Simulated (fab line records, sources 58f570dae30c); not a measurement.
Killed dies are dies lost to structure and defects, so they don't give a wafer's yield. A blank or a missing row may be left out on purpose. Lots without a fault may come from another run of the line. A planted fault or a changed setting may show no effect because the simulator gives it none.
fab line records | flow berkeley_cmos170
record lots=14 wafers=42 last_day=12
route steps=331 shown BACKSIDE@202 CONTACT@236 V1@269 M2@288
lots that met no fault: from a run of the same line without faults
start_h: hours from the record's first day to the start of the lot's first wafer shown | wait_h: hours since the lot's step before | " the same as in the row above | L1.1+2: a row that stands for several wafers | - no value, or no start given | * or withheld: withheld | < > ~ a bound
route shown NAME@n: a module of which the file shows steps, and the number in the route of the first | usual: mean/standard deviation of fault-free wafers | same: alike in all rows | chamber/n: place in a boat | sites: the reading at each site | _std_site: their standard deviation | _edge_site: outer sites' mean less inner sites' | radius_mm: how far each site lies from the wafer's centre | mask NAME#n: copy n | behind: the tool/chamber that last shaped the wafer | hold: why the lot was held/for how many hours/how that ended | device: the transistor (n, p or np) that didn't switch | end of line: the same wafers' tests at the end of the route | a step without rows: its recipe alone | killed: dies lost to structure and defects at the first sort, not the wafer's yield | map: a wafer's dies, x killed, . not, _ none there
set.NAME: the setting as run; set.NAME@STEP: as run at that earlier step | model.NAME: the simulator's own value behind a step, which no gauge read
steps of the route over a sample of lots; a table a step, a row a wafer
services: from which hour (start_h, from the record's first day; less than 0 if before it) a tool's chamber was out of use, for how many hours, and why
## steps
# step UCB170_BACKSIDE_STRIP_03
# recipe chemistry=O2 power_w=400 pressure_mtorr=3500 platen_temp_c=withheld o2_flow_sccm=400 overash_fraction=0.5
# usual chamber_pressure_mTorr=3500/3.1 drypump_motor_current_A=5.6/0.58 oes_product_au=0.734/0.0045 strip_time_to_endpoint_s=22.00/0.065
# columns lot.wafer tool chamber start_h wait_h chamber_pressure_mTorr drypump_motor_current_A oes_product_au rf_hours_counter_h strip_time_to_endpoint_s
L603.2 plasma_asher-03 0 141.12 0.1 3499 6.1 0.746 2 21.97
L603.3 " 1 " " 3506 5.7 0.730 - 21.96
L603.5 " 0 " " 3498 6.1 0.734 - 22.02
L602.3 plasma_asher-04 1 141.35 0.1 3492 6.3 0.725 - 22.00
L602.4 " 0 " " 3501 5.0 0.729 - 22.07
L602.6 " 1 " " 3505 6.4 0.735 - 22.03
L606.1 plasma_asher-01 1 145.27 0.1 3498 4.9 0.727 35 22.00
L606.2 " 0 " " 3503 5.1 0.737 35 22.08
L606.6 " 1 " " 3501 4.9 0.736 - 21.95
L604.1 plasma_asher-03 1 145.47 0.1 3502 5.6 0.746 3 22.07
L604.4 " 1 " " 3502 5.7 0.737 - 22.08
L604.6 " 1 " " 3503 5.7 0.739 - 22.05
L608.1 plasma_asher-04 1 162.52 0.1 3500 6.3 0.733 47 22.00
L608.4 " 1 " " 3502 6.3 0.729 - 22.06
L608.6 " 0 " " 3502 5.0 0.737 - 22.03
L607.2 plasma_asher-03 1 162.97 0.1 3505 5.6 0.729 5 21.92
L607.3 " 0 " " 3496 6.1 0.744 - 21.90
L607.4 " 1 " " 3500 5.7 0.728 - 21.92
L610.1 plasma_asher-03 0 183.91 0.1 3501 6.1 0.732 6 21.92
L610.5 " 1 " " 3497 5.7 0.739 - 21.96
L610.6 " 0 " " 3501 6.1 0.736 - 21.90
L611.3 plasma_asher-04 1 193.99 0.1 3498 6.3 0.730 - 22.04
L611.4 " 0 " " 3498 5.0 0.740 - 22.06
L611.5 " 1 " " 3507 6.3 0.723 - 22.03
L616.1 plasma_asher-04 1 224.06 0.1 3498 6.4 0.732 52 21.92
L616.4 " 1 " " 3504 6.4 0.736 - 21.99
L616.5 " 1 " " 3498 6.4 0.736 - 21.98
L617.2 plasma_asher-01 1 233.39 0.1 3499 4.9 0.736 43 22.06
L617.3 " 1 " " 3500 4.9 0.729 - 22.00
L617.4 " 0 " " 3501 5.1 0.736 - 22.07
L619.3 plasma_asher-04 0 233.43 0.1 3500 5.0 0.728 - 22.01
L619.4 " 1 " " 3501 6.3 0.737 - 21.97
L619.6 " 1 " " 3497 6.3 0.731 - 22.11
L621.1 plasma_asher-04 0 249.29 0.1 3496 5.0 0.736 55 21.87
L621.2 " 1 " " 3501 6.3 0.733 55 21.88
L621.4 " 0 " " 3506 5.0 0.731 - 21.86
L620.2 plasma_asher-04 0 250.01 0.1 3502 5.0 0.730 55 22.02
L620.4 " 1 " " 3496 6.3 0.741 - 22.04
L620.6 " 0 " " 3497 5.0 0.739 - 22.07
L623.3 plasma_asher-04 1 250.37 0.1 3498 6.4 0.735 - 21.91
L623.5 " 1 " " 3503 6.3 0.732 - 21.91
L623.6 " 0 " " 3501 5.0 0.736 - 21.89
# step UCB170_CONTACT_CD_MEAS_90
# recipe target_cd_nm=700
# usual cd_nm=699.8/1.7
# columns lot.wafer tool chamber start_h wait_h cd_nm
L603.2 cd_sem-02 - 146.68 0.1 699.6
L603.3 " - " " 702.9
L603.5 " - " " 699.5
L602.3 cd_sem-02 - 147.22 0.1 699.6
L602.4 " - " " 699.6
L602.6 " - " " 697.7
L606.1 cd_sem-02 - 151.30 0.1 703.8
L606.2 " - " " 701.1
L606.6 " - " " 700.9
L604.1 cd_sem-01 - 152.57 0.1 699.0
L604.4 " - " " 699.4
L604.6 " - " " 697.4
L608.1 cd_sem-02 - 168.01 0.1 700.4
L608.4 " - " " 700.5
L608.6 " - " " 702.3
L607.2 cd_sem-02 - 168.32 0.1 698.8
L607.3 " - " " 698.5
L607.4 " - " " 700.0
L610.1 cd_sem-01 - 189.59 0.1 696.4
L610.5 " - " " 702.2
L610.6 " - " " 697.6
L611.3 cd_sem-02 - 200.49 0.1 704.3
L611.4 " - " " 701.5
L611.5 " - " " 701.3
L616.1 cd_sem-01 - 233.74 0.7 698.9
L616.4 " - " " 699.0
L616.5 " - " " 699.4
L619.3 cd_sem-01 - 240.13 0.1 699.9
L619.4 " - " " 699.5
L619.6 " - " " 700.1
L617.2 cd_sem-01 - 240.35 0.1 702.2
L617.3 " - " " 699.2
L617.4 " - " " 699.0
L621.1 cd_sem-01 - 258.02 0.2 703.3
L621.2 " - " " 699.6
L621.4 " - " " 699.3
L620.2 cd_sem-01 - 258.64 0.1 699.6
L620.4 " - " " 699.5
L620.6 " - " " 696.0
L623.3 cd_sem-01 - 258.78 0.1 700.3
L623.5 " - " " 699.2
L623.6 " - " " 701.1
# step UCB170_V1_STRIP_15
# recipe chemistry=O2 power_w=400 pressure_mtorr=3500 platen_temp_c=withheld o2_flow_sccm=400 overash_fraction=0.5
# usual chamber_pressure_mTorr=3499/14 drypump_motor_current_A=5.6/0.57 oes_product_au=0.721/0.0048 strip_time_to_endpoint_s=15.33/0.18
# columns lot.wafer tool chamber start_h wait_h chamber_pressure_mTorr drypump_motor_current_A oes_product_au rf_hours_counter_h strip_time_to_endpoint_s
L603.2 plasma_asher-02 0 156.60 0.1 3499 5.2 0.719 47 15.37
L603.3 " 1 " " 3501 6.5 0.719 - 15.43
L603.5 " 0 " " 3498 5.3 0.727 - 15.54
L602.3 plasma_asher-03 1 157.06 0.1 3507 5.7 0.715 - 15.34
L602.4 " 0 " " 3501 6.0 0.726 - 15.06
L602.6 " 1 " " 3503 5.7 0.729 - 15.38
L606.1 plasma_asher-03 0 162.26 0.1 3497 6.1 0.722 4 15.28
L606.2 " 1 " " 3503 5.7 0.723 4 15.22
L606.6 " 1 " " 3497 5.7 0.720 - 15.23
L604.1 plasma_asher-02 1 162.54 0.1 3504 6.5 0.720 47 15.60
L604.4 " 0 " " 3505 5.3 0.727 - 15.50
L604.6 " 1 " " 3498 6.5 0.730 - 15.66
L608.1 plasma_asher-02 0 180.45 0.1 3500 5.3 0.717 49 15.06
L608.4 " 1 " " 3503 6.5 0.736 - 15.45
L608.6 " 0 " " 3498 5.3 0.723 - 15.22
L607.2 plasma_asher-03 1 180.70 0.1 - - - - -
L607.3 " 1 " " - - - - -
L607.4 " 0 " " - - - - -
L610.1 plasma_asher-03 1 200.75 0.1 - - - - -
L610.5 " 0 " " - - - - -
L610.6 " 1 " " - - - - -
L611.3 plasma_asher-01 1 211.73 0.1 3500 4.9 0.715 - 15.35
L611.4 " 0 " " 3498 5.1 0.725 - 15.54
L611.5 " 1 " " 3500 4.9 0.722 - 15.15
L616.1 plasma_asher-01 0 246.81 0.1 3494 5.1 0.723 44 15.20
L616.4 " 0 " " 3503 5.1 0.715 - 15.15
L616.5 " 1 " " 3496 4.9 0.721 - 15.21
L619.3 plasma_asher-03 0 246.96 0.1 3498 6.1 0.726 - 15.54
L619.4 " 1 " " 3501 5.7 0.720 - 15.53
L619.6 " 0 " " 3502 6.0 0.718 - 15.54
L617.2 plasma_asher-03 0 257.40 0.1 3500 6.1 0.722 13 15.49
L617.3 " 0 " " 3497 6.1 0.719 - 15.54
L617.4 " 1 " " 3497 5.6 0.723 - 15.45
L621.1 plasma_asher-01 1 268.78 0.1 3500 4.9 0.725 46 15.22
L621.2 " 0 " " 3508 5.1 0.721 46 15.14
L621.4 " 1 " " 3493 4.9 0.727 - 15.18
L623.3 plasma_asher-03 1 268.93 0.1 3508 5.6 0.734 - 15.75
L623.5 " 0 " " 3508 6.0 0.719 - 15.78
L623.6 " 1 " " 3499 5.6 0.716 - 15.78
L620.2 plasma_asher-01 0 269.02 0.1 3501 5.1 0.719 46 15.20
L620.4 " 0 " " 3500 5.1 0.726 - 15.37
L620.6 " 0 " " 3507 5.1 0.726 - 15.14
# step UCB170_M2_ETCH_17
# recipe chemistry=N2/H2 target_depth_a=withheld overetch_a=withheld target=BARC time_s=withheld source_w=500 bias_w=100 pressure_mtorr=30 n2_flow_sccm=100 h2_flow_sccm=200
# usual drypump_motor_current_A=5.9/0.54 oes_product_au=0.996/0.027 throttle_valve_pct=13.22/0.19
# columns lot.wafer tool chamber start_h wait_h drypump_motor_current_A oes_product_au throttle_valve_pct
L603.2 rie_diel-01 1 159.16 0.0 5.1 1.025 13.50
L603.3 " 0 " " 6.5 0.996 13.36
L603.5 " 3 " " 5.2 0.993 13.01
L602.3 rie_diel-02 0 159.60 0.0 6.5 1.001 13.17
L602.4 " 2 " " 5.4 0.978 13.22
L602.6 " 1 " " 6.6 1.005 13.27
L606.1 rie_diel-02 1 164.77 0.0 6.6 1.016 13.28
L606.2 " 0 " " 6.5 0.995 13.17
L606.6 " 1 " " 6.6 1.005 13.29
L604.1 rie_diel-01 2 165.02 0.0 5.7 1.056 13.51
L604.4 " 3 " " 5.2 0.996 12.98
L604.6 " 3 " " 5.2 0.994 13.00
L608.1 rie_diel-04 3 182.85 0.0 5.6 0.972 13.45
L608.4 " 2 " " 6.2 0.991 13.05
L608.6 " 0 " " 6.0 0.975 13.24
L611.3 rie_diel-01 0 214.73 0.0 6.4 1.001 13.38
L611.4 " 0 " " 6.4 0.992 13.37
L611.5 " 3 " " 5.2 1.007 13.00
L616.1 rie_diel-01 2 249.72 0.0 5.8 1.045 13.51
L616.4 " 1 " " 5.1 1.031 13.50
L616.5 " 3 " " 5.2 0.997 13.01
L619.3 rie_diel-02 0 250.10 0.0 6.6 1.007 13.18
L619.4 " 1 " " 6.6 1.005 13.27
L619.6 " 0 " " 6.6 1.009 13.18
L617.2 rie_diel-01 1 261.07 0.0 5.1 1.033 13.51
L617.3 " 2 " " 5.7 1.037 13.49
L617.4 " 3 " " 5.2 1.002 12.99
L621.1 rie_diel-02 2 271.99 0.0 5.4 0.982 13.24
L621.2 " 3 " " 5.7 0.941 12.95
L621.4 " 1 " " 6.6 1.010 13.28
L623.3 rie_diel-04 2 272.59 0.0 6.2 0.983 13.04
L623.5 " 2 " " 6.2 0.994 13.03
L623.6 " 1 " " 6.4 0.988 12.95
L620.2 rie_diel-02 3 272.71 0.0 5.6 0.940 12.96
L620.4 " 2 " " 5.4 0.986 13.23
L620.6 " 3 " " 5.7 0.931 12.98
## services
# columns tool chamber start_h hours kind
plasma_asher-03 0 117.83 - clean
plasma_asher-03 1 117.83 - clean
rie_diel-04 - 127.01 4.9 repair
rie_diel-04 - 159.23 0.4 repair
rie_diel-02 0 179.99 4.9 repair
rie_diel-04 - 184.43 0.8 repair
rie_diel-02 2 188.83 4.5 repair
plasma_asher-04 - 203.48 2.8 pm
rie_diel-04 2 206.34 22.4 repair
rie_diel-01 3 206.58 1.5 repair
plasma_asher-04 - 212.69 0.3 repair
rie_diel-01 1 213.06 5.5 repair
rie_diel-02 - 244.40 0.3 repair
plasma_asher-02 - 252.50 0.7 repair
## key
first_sign step=UCB170_V1_STRIP_15 reading=tool_record direction=missing
effect none on later readings
met_at UCB170_V1_STRIP_15
struck_lots L607,L610
later_rows_left_out L607.2,L607.3,L607.4,L610.1,L610.5,L610.6
sort_left_out L607.2,L607.3,L607.4,L610.1,L610.5,L610.6
not_acting_at UCB170_BACKSIDE_STRIP_03,UCB170_CONTACT_CD_MEAS_90,UCB170_M2_ETCH_17
onset_between 162.26 180.70
fault kind=skipped_step_whole tool=plasma_asher-03 chamber=- onset_h=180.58 steps=UCB170_V1_STRIP_15 scope=struck_lots_only
# sort_left_out: the simulated sort isn't trusted on such a fault, so these wafers' sort isn't shown, and their yield isn't known
# later_rows_left_out: the simulator's readings of these wafers behind a module that went badly wrong aren't trusted and aren't shown, but for the sort
